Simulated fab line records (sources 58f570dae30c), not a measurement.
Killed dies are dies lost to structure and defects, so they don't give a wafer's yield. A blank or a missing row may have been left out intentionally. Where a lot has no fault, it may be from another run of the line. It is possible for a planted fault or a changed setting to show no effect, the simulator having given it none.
Code-filled problem report in 8D (eight disciplines) form || flow berkeley cmos170 || the parts of the form that need people (team, actions taken, sign-off) are left out

## 1. THE ISSUE
Wafers free of any fault read 378 nm (standard deviation 5.2) for SPACER_TEOS_THK at UCB170_SPACER_THK_MEAS_01, against a mean of 614 nm on 6 wafers of 2 lots. Relative to the usual mean, that is a shift of +45 standard deviations.
First observed at day 9 03:07: wafer L146.1, on film metro-01. At this step, 42 wafers from 14 lots have a number in the record. Rule for "out", or "out of limits": more than 4 standard deviations from the usual mean. The rest of the wafers with a number are treated as sound.

## 2. WHAT THIS IS AND IS NOT
{"question": "which readings at this step", "is": "SPACER_TEOS_THK", "is not": "-"}
{"question": "which lots", "is": "L146, L148", "is not": "L134, L135, L136, L139, L140, L141, L142, L144, L152, L153, L154, L155"}
{"question": "which wafers of those lots", "is": "all that have a number", "is not": "-"}
{"question": "read on which gauges", "is": "film metro-01, film metro-03", "is not": "film metro-04"}
{"question": "when", "is": "from day 9 03:07", "is not": "up to then (24 sound wafers); but 12 sound wafers of L152, L153, L154, L155 came after"}

## 3. WHAT RULES OUT EACH SUSPECT
Counting: a tool stays on the suspect list if, at a process step up to the reading, it processed all lots that are out and no sound lot following the first of them.
- the gauge at UCB170_SPACER_THK_MEAS_01 is ruled out. Those wafers that are out were read across 2 gauges (film metro-01, film metro-03).
- pecvd-03 at UCB170_SPACER_CVD_00 (deposits SiO2 from TEOS/O2, target thk 376 nm, time 47 s): kept. Every lot that is out went through it, starting with L146 (day 9 03:04), and after that it ran no sound lot; the last sound lot it ran before then is L142 (day 8 15:17).
The count leaves pecvd-03 at UCB170_SPACER_CVD_00.

## 4. THE CAUSE (what the simulator had put in)
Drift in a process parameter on pecvd-03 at UCB170_SPACER_CVD_00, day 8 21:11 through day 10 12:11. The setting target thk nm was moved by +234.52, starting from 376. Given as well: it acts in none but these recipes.
Only this tool survived the counting.

## 5. SEQUENCE OF EFFECTS, ordered by route
Rows list readings where the struck wafers' mean (over those with a number) sits beyond 3 standard deviations from the usual. Only readings whose record carries a usual standard deviation are examined. hours: median over the lots of the time between each lot's start at the first step of this table that gives one and its start at this step. sigmas: the change, counted in usual standard deviations.
{"hours": 0, "step": "UCB170_SPACER_THK_MEAS_01", "reading": "SPACER_TEOS_THK", "usual": "378 nm", "on struck wafers": 614, "change": "+236", "sigmas": "+45"}
{"hours": 2, "step": "UCB170_SPACER_ETCHBACK_03", "reading": "oes product au", "usual": "0.905 a.u.", "on struck wafers": 1.002, "change": "+0.097", "sigmas": "+6.9"}
Its process steps:
- UCB170_SPACER_ETCHBACK_03: etches SiO2 in CHF3/CF4/Ar, stops on Si, target depth 376 nm, time 100 s.

## 6. HOW IT WOULD HAVE BEEN CAUGHT EARLIER
The first out-of-limits reading at a measuring or inspecting step in this record came at day 9 03:07, 6 hours after the fault's start at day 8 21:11.
An alarm limit of 4 standard deviations would not have fired on the tool readings at UCB170_SPACER_CVD_00 for which the record gives a usual standard deviation, since none of them was out on any struck wafer.
Lots out: 2; of these, L148 started UCB170_SPACER_CVD_00 on pecvd-03 after day 9 03:07. It would have been spared by a hold on the tool at that moment.
